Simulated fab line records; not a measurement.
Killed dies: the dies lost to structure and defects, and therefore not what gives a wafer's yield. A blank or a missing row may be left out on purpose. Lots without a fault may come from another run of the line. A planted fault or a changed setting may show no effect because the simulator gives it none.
2 desks looking at one fault + flow berkeleyCmos170 + each desk holds nothing but its own numbers, with what lay behind them at the end

## AT THE METROLOGY DESK
Lot by lot, what the gauges showed, no matter which tool ran the lot: averages of those sampled wafers that carry a number. If a lot's mean is further than 4 standard deviations from the usual mean, the lot is out of limits and carries the mark OUT (the distance appears in the brackets).
Columns: A = M1_OVL at UCB170_M1_OVL_MEAS_10, usual -1 nm
| lot  | first seen here | A   |
|------|-----------------|-----|
| L179 | day 8 09:59     | -4  |
| L183 | day 9 04:34     | -1  |
| L181 | day 9 08:33     | -2  |
| L180 | day 9 08:35     | 5   |
| L182 | day 9 08:45     | 2   |
| L185 | day 9 22:37     | -1  |
| L187 | day 10 03:31    | -11 |
| L186 | day 10 05:18    | 0   |
| L188 | day 10 11:07    | 7   |
| L191 | day 10 23:34    | 6   |
| L190 | day 10 23:53    | 1   |
| L196 | day 12 02:11    | -3  |
| L197 | day 12 20:59    | 2   |
| L198 | day 12 22:41    | 5   |
This desk's finding: nothing out of limits on any of the 14 lots.

## TOOL OWNER'S DESK, furnace-04
The tool's own readings at UCB170_SACOX_OXIDATION_01 (target thk 14.4 nm, ox time 2400 s): means of the sampled wafers that have a number, for each lot that ran on this tool. If a lot's mean is further than 4 standard deviations from the usual mean, the lot is out of limits and carries the mark OUT (the distance appears in the brackets).
Columns: A = tubeCenterTempC at UCB170_SACOX_OXIDATION_01, usual 900.01 C
| lot  | first seen here | A      |
|------|-----------------|--------|
| L190 | day 8 16:13     | 899.97 |
| L191 | day 8 16:13     | 900.04 |
| L196 | day 9 15:25     | 900.07 |
| L197 | day 10 03:56    | 900.07 |
| L198 | day 10 03:56    | 900.06 |
This desk's finding: nothing out of limits on any of the 5 lots.

## BROUGHT TOGETHER
At the metrology desk, nothing out of limits was observed.
The tool owner's desk saw nothing out of limits.

## WHAT WAS PUT IN BY THE SIMULATOR
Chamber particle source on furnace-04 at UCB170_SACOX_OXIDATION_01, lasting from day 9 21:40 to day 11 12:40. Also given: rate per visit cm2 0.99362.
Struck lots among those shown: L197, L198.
